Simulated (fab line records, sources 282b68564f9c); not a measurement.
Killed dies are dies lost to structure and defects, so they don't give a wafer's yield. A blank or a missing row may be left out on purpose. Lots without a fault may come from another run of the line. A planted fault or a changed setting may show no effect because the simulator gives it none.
fab line records | flow rit_cmos
record lots=16 wafers=48 last_day=7
route steps=202 shown WELLDRIVE@50 NWELL@51 PWELL@52
lots that met no fault: from a run of the same line without faults
start_h: hours from the record's first day to the start of the lot's first wafer shown | wait_h: hours since the lot's step before | " the same as in the row above | L1.1+2: a row that stands for several wafers | - no value, or no start given | * or withheld: withheld | < > ~ a bound
route shown NAME@n: a module of which the file shows steps, and the number in the route of the first | usual: mean/standard deviation of fault-free wafers | same: alike in all rows | chamber/n: place in a boat | sites: the reading at each site | _std_site: their standard deviation | _edge_site: outer sites' mean less inner sites' | radius_mm: how far each site lies from the wafer's centre | mask NAME#n: copy n | behind: the tool/chamber that last shaped the wafer | hold: why the lot was held/for how many hours/how that ended | device: the transistor (n, p or np) that didn't switch | end of line: the same wafers' tests at the end of the route | a step without rows: its recipe alone | killed: dies lost to structure and defects at the first sort, not the wafer's yield | map: a wafer's dies, x killed, . not, _ none there
set.NAME: the setting as run; set.NAME@STEP: as run at that earlier step | model.NAME: the simulator's own value behind a step, which no gauge read
steps of the route over a sample of lots; a table a step, a row a wafer
services: from which hour (start_h, from the record's first day; less than 0 if before it) a tool's chamber was out of use, for how many hours, and why
## steps
# step RIT_WELLDRIVE_ANNEAL_00
# recipe temp_c=1100 time_s=14700 ambient=N2
# usual spike_tc_centre_C=1101.8/1.5 spike_tc_load_C=1126/3.3 spike_tc_source_C=1126/4.2 tube_center_temp_C=1100/0.11 tube_center_temp_C_max=1102.8/0.43
# columns lot.wafer tool chamber start_h wait_h spike_tc_centre_C spike_tc_load_C spike_tc_source_C tube_center_temp_C tube_center_temp_C_max
L810.2 furnace-01 0 31.16 3.5 1102.7 1122 1120 1099.9 1102.4
L810.3 " 0 " " 1102.3 1123 1121 1100 1102.6
L810.4 " 0 " " 1104.2 1123 1122 1100 1102.4
L812.4 furnace-01 0 40.80 0.7 1102.0 1122 1121 1100.3 1103.7
L812.5 " 0 " " 1102.2 1123 1122 1100 1102.6
L812.6 " 0 " " 1104.0 1123 1122 1099.9 1103.1
L813.1 furnace-04 0 44.10 0.5 1100.7 1130 1130 1100.2 1103.0
L813.4 " 0 " " 1099.7 1128 1130 1099.8 1102.8
L813.5 " 0 " " 1099.1 1129 1129 1100 1102.7
L816.4 furnace-04 0 68.26 11.0 1100.8 1127 1129 1099.9 1102.6
L816.5 " 0 " " 1099.6 1129 1130 1100.1 1102.7
L816.6 " 0 " " 1100.8 1129 1127 1100 1102.8
L817.1 furnace-04 0 83.36 4.2 1100.2 1125 1129 1100 1102.1
L817.3 " 0 " " 1101.7 1128 1129 1100.1 1102.8
L817.4 " 0 " " 1102.0 1127 1129 1100.1 1103.1
L819.2 furnace-04 0 88.44 3.8 1101.4 1130 1129 1100.1 1103.0
L819.4 " 0 " " 1101.2 1130 1128 1100 1102.4
L819.5 " 0 " " 1100.3 1128 1130 1100 1103.0
L820.3 furnace-04 0 88.44 4.1 1100.4 1128 1129 1100.1 1103.0
L820.4 " 0 " " 1100.5 1130 1128 1100 1102.5
L820.5 " 0 " " 1099.7 1128 1130 1100.1 1102.5
L821.2 furnace-04 0 88.44 3.6 1101.5 1128 1129 1099.9 1102.9
L821.4 " 0 " " 1100.7 1129 1128 1100.2 1102.9
L821.6 " 0 " " 1101.6 1127 1129 1100 1102.4
L822.1 furnace-01 0 97.74 0.1 1102.8 1123 1120 1100 1102.6
L822.3 " 0 " " 1102.8 1124 1120 1099.9 1101.7
L822.6 " 0 " " 1101.8 1122 1118 1100.2 1103.0
L823.2 furnace-04 0 100.39 2.2 1100.5 1129 1129 1100 1102.4
L823.3 " 0 " " 1099.4 1129 1130 1099.8 1102.4
L823.4 " 0 " " 1100.2 1129 1129 1099.8 1103.7
L826.1 furnace-01 0 115.27 1.2 1083.4 1104 1102 1081.9 1084.8
L826.4 " 0 " " 1084.5 1102 1102 1082.1 1085.5
L826.6 " 0 " " 1082.6 1102 1103 1082 1085.0
L827.1 furnace-01 0 115.27 1.0 1083.0 1105 1103 1082 1084.8
L827.5 " 0 " " 1084.9 1103 1101 1081.9 1084.7
L827.6 " 0 " " 1085.2 1103 1101 1081.9 1084.3
L828.1 furnace-01 0 120.36 0.4 1085.2 1105 1099 1081.9 1085.5
L828.2 " 0 " " 1085.3 1106 1102 1081.8 1084.8
L828.5 " 0 " " 1083.9 1103 1102 1082 1084.2
L829.1 furnace-01 0 120.36 0.1 1084.1 1105 1102 1082 1084.9
L829.3 " 0 " " 1084.5 1104 1103 1082.2 1086.1
L829.6 " 0 " " 1083.9 1106 1103 1082 1084.7
L830.1 furnace-03 0 126.62 0.6 1104.2 1130 1128 1100.1 1103.3
L830.3 " 0 " " 1102.6 1129 1129 1099.9 1102.5
L830.5 " 0 " " 1103.4 1131 1129 1100 1102.6
L833.1 furnace-04 0 139.69 0.4 1101.1 1128 1130 1100.1 1102.5
L833.4 " 0 " " 1101.0 1127 1128 1100 1102.6
L833.6 " 0 " " 1100.3 1126 1128 1100.2 1102.6
# step RIT_WELLDRIVE_RS_MEAS_01
# recipe thk_meas_gauge=four-point-probe
# usual NWELL_RS=275.2/0.6
# columns lot.wafer tool chamber start_h wait_h NWELL_RS[ohm/sq]
L810.2 film_metro-04 - 36.26 0.0 276.2
L810.3 " - " " 274.8
L810.4 " - " " 275.7
L812.4 film_metro-03 - 45.94 0.1 275.2
L812.5 " - " " 275.6
L812.6 " - " " 274.5
L813.1 film_metro-04 - 49.19 0.0 274.5
L813.4 " - " " 275.4
L813.5 " - " " 274.5
L816.4 film_metro-01 - 73.41 0.1 274.8
L816.5 " - " " 276.0
L816.6 " - " " 275.8
L817.1 film_metro-01 - 88.44 0.0 274.5
L817.3 " - " " 275.0
L817.4 " - " " 274.5
L819.2 film_metro-01 - 93.54 0.0 275.9
L819.4 " - " " 275.7
L819.5 " - " " 275.9
L820.3 film_metro-04 - 93.56 0.0 275.6
L820.4 " - " " 275.1
L820.5 " - " " 275.3
L821.2 film_metro-03 - 93.59 0.1 275.2
L821.4 " - " " 275.8
L821.6 " - " " 274.6
L822.1 film_metro-04 - 102.82 0.0 274.7
L822.3 " - " " 276.4
L822.6 " - " " 276.1
L823.2 film_metro-01 - 105.49 0.0 274.9
L823.3 " - " " 274.7
L823.4 " - " " 275.5
L826.1 film_metro-01 - 120.36 0.0 296.7
L826.4 " - " " 296.2
L826.6 " - " " 296.7
L827.1 film_metro-04 - 120.36 0.0 295.3
L827.5 " - " " 295.9
L827.6 " - " " 295.7
L828.1 film_metro-03 - 125.44 0.0 296.4
L828.2 " - " " 296.7
L828.5 " - " " 295.9
L829.1 film_metro-01 - 125.44 0.0 295.3
L829.3 " - " " 295.8
L829.6 " - " " 296.2
L830.1 film_metro-04 - 131.70 0.0 275.7
L830.3 " - " " 274.6
L830.5 " - " " 275.5
L833.1 film_metro-04 - 144.78 0.0 275.2
L833.4 " - " " 274.9
L833.6 " - " " 275.4
# step RIT_WELLDRIVE_RS_MEAS_02
# recipe thk_meas_gauge=four-point-probe
# usual PWELL_RS=429.3/1.1
# columns lot.wafer tool chamber start_h wait_h PWELL_RS[ohm/sq]
L810.2 film_metro-04 - 36.38 0.1 428.7
L810.3 " - " " 429.3
L810.4 " - " " 428.0
L812.4 film_metro-03 - 46.06 0.1 429.4
L812.5 " - " " 428.8
L812.6 " - " " 428.8
L813.1 film_metro-04 - 49.31 0.1 428.2
L813.4 " - " " 427.9
L813.5 " - " " 428.6
L816.4 film_metro-01 - 73.53 0.1 427.6
L816.5 " - " " 427.1
L816.6 " - " " 430.3
L817.1 film_metro-01 - 88.56 0.1 428.0
L817.3 " - " " 428.2
L817.4 " - " " 426.6
L819.2 film_metro-01 - 93.66 0.1 429.3
L819.4 " - " " 430.2
L819.5 " - " " 430.3
L820.3 film_metro-04 - 93.68 0.1 428.4
L820.4 " - " " 429.4
L820.5 " - " " 430.3
L821.2 film_metro-03 - 93.71 0.1 429.9
L821.4 " - " " 430.0
L821.6 " - " " 430.4
L822.1 film_metro-04 - 102.94 0.1 430.3
L822.3 " - " " 430.7
L822.6 " - " " 431.4
L823.2 film_metro-01 - 105.61 0.1 427.9
L823.3 " - " " 429.0
L823.4 " - " " 428.5
L826.1 film_metro-01 - 120.48 0.1 447.4
L826.4 " - " " 449.1
L826.6 " - " " 446.6
L827.1 film_metro-04 - 120.48 0.1 449.5
L827.5 " - " " 449.5
L827.6 " - " " 450.2
L828.1 film_metro-03 - 125.56 0.1 449.6
L828.2 " - " " 448.7
L828.5 " - " " 448.1
L829.1 film_metro-01 - 125.56 0.1 449.1
L829.3 " - " " 449.4
L829.6 " - " " 449.5
L830.1 film_metro-04 - 131.82 0.1 429.8
L830.3 " - " " 430.6
L830.5 " - " " 429.0
L833.1 film_metro-04 - 144.90 0.1 428.7
L833.4 " - " " 429.3
L833.6 " - " " 428.0
## services
# columns tool chamber start_h hours kind
furnace-04 - 20.87 8.5 pm
furnace-04 - 29.39 4.1 pm
furnace-03 - 54.34 3.5 pm
furnace-01 - 75.16 19.3 repair
furnace-01 - 94.50 2.9 pm
furnace-03 - 98.00 2.9 pm
furnace-03 - 99.99 10.3 repair
## key
first_sign step=RIT_WELLDRIVE_ANNEAL_00 reading=tube_center_temp_C direction=down sigmas=99+ usual=* struck=*
effect step=RIT_WELLDRIVE_ANNEAL_00 reading=tube_center_temp_C_max direction=down sigmas=42 usual=* struck=*
effect step=RIT_WELLDRIVE_RS_MEAS_01 reading=NWELL_RS direction=up sigmas=35 usual=275.2 struck=296.1
effect step=RIT_WELLDRIVE_RS_MEAS_02 reading=PWELL_RS direction=up sigmas=19 usual=429.3 struck=448.9
met_at RIT_WELLDRIVE_ANNEAL_00
struck_lots L826,L827,L828,L829
tester_left_out L826,L827,L828,L829
fault kind=process_parameter_drift tool=furnace-01 chamber=- onset_h=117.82 steps=RIT_WELLDRIVE_ANNEAL_00 channel=temp_c offset=* shape=step end_h=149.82 acts_in=* stated=*
# tester_left_out: of these lots the tester's yield and bins aren't shown, on N5 and GAA mostly nor the transistor test; their killed dies are dies lost to structure and defects alone, not to doping, threshold or leakage, so they don't give the yield
